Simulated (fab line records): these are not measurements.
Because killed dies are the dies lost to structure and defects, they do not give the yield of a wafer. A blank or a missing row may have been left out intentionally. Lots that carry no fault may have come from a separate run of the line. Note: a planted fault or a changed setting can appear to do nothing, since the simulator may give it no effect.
A struck lot beside a sound one | flow ritCmos | 18 steps out of a route of 202
Sound: these wafers, L546.1, L546.5, L546.6. Struck: wafers L549.3, L549.4, L549.5. The cause comes at the end.
Order at every step that has rows: each side's tool, ch and its chambers, its first start. Under that, the readings that differ: sound wafers | struck wafers | difference of the means | sigmas: that difference in standard deviations of wafers without a fault.
alike: words and numbers the same on both sides, and readings whose means are apart by under 2 such deviations; not compared: readings that were withheld, readings missing a value for some wafer, numbers with overlapping values and no deviation given by the record, and bounds like >300 which may hide the same value.
A row with sigmas, a row that says differs or no value, or rows on one side alone: a step with any of these is where the two part. Numbers that don't overlap but have no deviation are shown without sigmas and don't part them. A reading that every wafer of one side lacks parts them only if that side has two wafers or more.

first, 1 step without rows for these wafers: RIT_GATE_HARDBAKE_18 (time 60 s).
RIT_GATE_ETCH_19: etches poly-Si in SF6/CHF3/O2, stops on SiO2, time 165 s, target depth 312.5 nm.
  sound on rieSi-01 ch 1,2,3, day 2 14:13; struck on rieSi-02 ch 1,2,3, day 3 05:29
reading              | sound             | struck            | difference | sigmas
oesProductAu (a.u.)  | 0.872 0.871 0.866 | 0.847 0.853 0.830 | -0.026     | -2
throttleValvePct (%) | 10.21 10.11 10.16 | 10.44 10.35 10.49 | +0.27      | +2
  alike: chamberPressureMTorr, drypumpMotorCurrentA
  not compared: rfHoursCounterH
RIT_GATE_STRIP_20: strips in O2, time 180 s.
  sound on plasmaAsher-03 ch 0,1, day 2 14:20; struck on plasmaAsher-04 ch 0,1, day 3 05:40
  alike: chamberPressureMTorr, drypumpMotorCurrentA
  not compared: rfHoursCounterH
RIT_GATE_CD_MEAS_90: the cd target is 150 nm.
  struck on cdSem-02, day 3 05:49; sound on cdSem-01, day 2 14:30
  alike: cdNm
then, 4 steps without rows for these wafers: RIT_REOX_CLEAN_00 (cleans in SC1, time 600 s); RIT_REOX_CLEAN_01 (cleans in dHF, time 30 s); RIT_REOX_CLEAN_02 (cleans in SC2, time 600 s); RIT_REOX_OXIDATION_03 (target thk 25.2 nm, ox time 5580 s).
RIT_REOX_THK_MEAS_04:
  struck on filmMetro-01, day 3 08:51; sound on filmMetro-04, day 2 17:32
  alike: REOX_OXIDE_THK
then, 3 steps without rows for these wafers: RIT_NLDD_HMDS_00 (prime time 60 s); RIT_NLDD_COAT_01 (resist thk 1000 nm); RIT_NLDD_SOFTBAKE_02 (time 60 s).
RIT_NLDD_EXPOSE_03: exposes mask M7, target cd 40700 nm.
  sound on ilineStepper-02 ch 0, day 2 18:11; struck on ilineStepper-01 ch 0, day 3 09:29
reading                    | sound                   | struck               | difference | sigmas
model.NLDD.overlayXNm (nm) | -0.5494 -0.5494 -0.5494 | -149.4 -149.4 -149.4 | -148.9     | 
  alike: mask
then, 2 steps without rows for these wafers: RIT_NLDD_PEB_04; RIT_NLDD_DEVELOP_05 (develop time 50 s).
RIT_NLDD_OVL_MEAS_06:
  struck on overlay-02, day 3 09:52; sound on overlay-02, day 2 18:37
reading       | sound          | struck               | difference | sigmas
NLDD_OVL (nm) | -0.7 -0.5 -0.4 | -148.9 -148.2 -149.0 | -148.2     | -93
then, 1 step without rows for these wafers: RIT_NLDD_HARDBAKE_07 (time 60 s).
RIT_M1_PROBE_99:
  struck on prober-01, day 4 01:23; sound on prober-01, day 3 10:27
reading                       | sound          | struck         | difference | sigmas
model.etest.nldd.widthNm (nm) | 3195 3188 3187 | 3115 3118 3105 | -77        | 
  alike: killedAtContacts, killedAtFrontEnd, killedDies, killedOpen, killedShort

WHERE THEY PART
At RIT_GATE_ETCH_19 first; at RIT_NLDD_OVL_MEAS_06 last (within this record only). Later steps at which nothing parts them and some readings are alike: RIT_M1_PROBE_99.

WHY: what had been put in by the simulator
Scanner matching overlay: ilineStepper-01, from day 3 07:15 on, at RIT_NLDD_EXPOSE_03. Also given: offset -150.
